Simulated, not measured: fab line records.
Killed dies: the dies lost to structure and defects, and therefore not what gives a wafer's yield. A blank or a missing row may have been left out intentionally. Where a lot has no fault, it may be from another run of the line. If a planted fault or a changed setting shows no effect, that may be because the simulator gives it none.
The tool behind it: which one?	flow rit cmos	14 lots with 42 wafers sampled at 2 steps, on a route of 202 steps

== WHAT THE GAUGES READ, wafer by wafer ==
The record holds no reading of a measuring or inspecting step that can be judged against a usual standard deviation.

== WHAT TOOL EACH LOT RAN ON (gives the tool, then ch and the chambers of the sampled wafers, and finally the start) ==
lot	RIT_SPACER_ETCHBACK_05	RIT_M1_PROBE_99
L978	rie diel-02 ch 0,1,2, day 3 08:40	-
L979	rie diel-04 ch 1,3, day 3 09:31	-
L980	rie diel-03 ch 1,3, day 3 11:26	prober-02, day 3 23:17
L981	rie diel-03 ch 0,1,2, day 3 21:44	prober-01, day 4 09:05
L983	rie diel-02 ch 1,2, day 4 04:59	-
L984	rie diel-02 ch 0,2, day 4 11:31	-
L991	rie diel-04 ch 0,3, day 5 22:55	prober-01, day 6 10:08
L992	rie diel-03 ch 0,1,2, day 6 08:46	-
L993	rie diel-02 ch 0,2,3, day 6 13:53	-
L996	rie diel-02 ch 0,1,3, day 7 11:23	-
L997	rie diel-02 ch 2,3, day 7 19:57	prober-01, day 8 07:14
L998	rie diel-03 ch 0,1, day 8 01:46	-
L100	rie diel-03 ch 1,2, day 8 10:03	-
L101	rie diel-04 ch 0,2,3, day 8 16:14	-
- RIT_SPACER_ETCHBACK_05: etches Si3N4 in SF6/CHF3, stops on SiO2, target depth 250 nm, time 240 s.
- RIT_M1_PROBE_99

== AS READ BY THE TOOLS THEMSELVES (means over the sampled wafers that have a number; for cases with no such wafer, the mark the record gives instead) ==
RIT_SPACER_ETCHBACK_05.
lot	tool	CHF3_flow_sccm (sccm)	SF6_flow_sccm (sccm)	drypump motor current A (A)	oes product au (a.u.)	throttle valve pct (%)
L978	rie diel-02	30.06	29.93	5.2	0.847	10.30
L979	rie diel-04	29.98	30.06	5.5	0.842	10.09
L980	rie diel-03	-	-	-	-	-
L981	rie diel-03	-	-	-	-	-
L983	rie diel-02	29.92	30.05	5.2	0.837	10.30
L984	rie diel-02	29.97	30.00	5.2	0.852	10.29
L991	rie diel-04	29.95	30.10	5.4	0.858	10.20
L992	rie diel-03	29.95	29.94	5.2	0.819	10.30
L993	rie diel-02	29.98	29.94	5.0	0.836	10.38
L996	rie diel-02	29.95	29.98	5.2	0.843	10.35
L997	rie diel-02	30.01	29.97	4.8	0.834	10.50
L998	rie diel-03	30.10	29.91	5.3	0.814	10.20
L100	rie diel-03	29.93	30.09	5.1	0.824	10.41
L101	rie diel-04	30.04	30.00	5.7	0.842	10.23

RIT_M1_PROBE_99.
lot	tool	killed at contacts	killed at front end	killed dies	killed on rim	killed open	killed short
L980	prober-02	0.0	264.0	264.0	70.0	5.0	3.3
L981	prober-01	0.0	264.0	264.0	70.0	4.3	2.7
L991	prober-01	0.0	5.3	5.3	2.0	2.7	2.7
L997	prober-01	0.0	5.7	5.7	1.0	2.0	3.7

== THE ANSWER, worked out from the rows above alone ==
Rule: what is usual is taken from the lots themselves. The widest of any qualifying gaps counts: lots, ordered by their means at a reading, are off when they make up no more than a third of the lots, leave a main group of 4 or more, and stand apart from it by 3 or more times the standard deviation of that group's means. A main group is skipped when, at the precision printed for the reading in the tables above, its means are all equal. A lot without any number at a reading at which 4 lots or more have one is off too. Where the step has rows for the other lots, those lots are counted as sound. First the gauges in route order, then the tools' own readings, where a lot's mean is used as printed above. The first step at which some lot is off is used, and at that step the reading that is off furthest; a lot without a number counts as furthest.
Off: L980, L981, at RIT_SPACER_ETCHBACK_05 (CHF3_flow_sccm). Without a number there: L980, L981. The main group has a mean of 29.99 sccm with a standard deviation of 0.053.
A tool fits if, at that step or a process step before it, it ran every lot that is off, and no sound lot after the first of them. Of those tried, none fits.

== WHAT THE SIMULATOR PUT IN ==
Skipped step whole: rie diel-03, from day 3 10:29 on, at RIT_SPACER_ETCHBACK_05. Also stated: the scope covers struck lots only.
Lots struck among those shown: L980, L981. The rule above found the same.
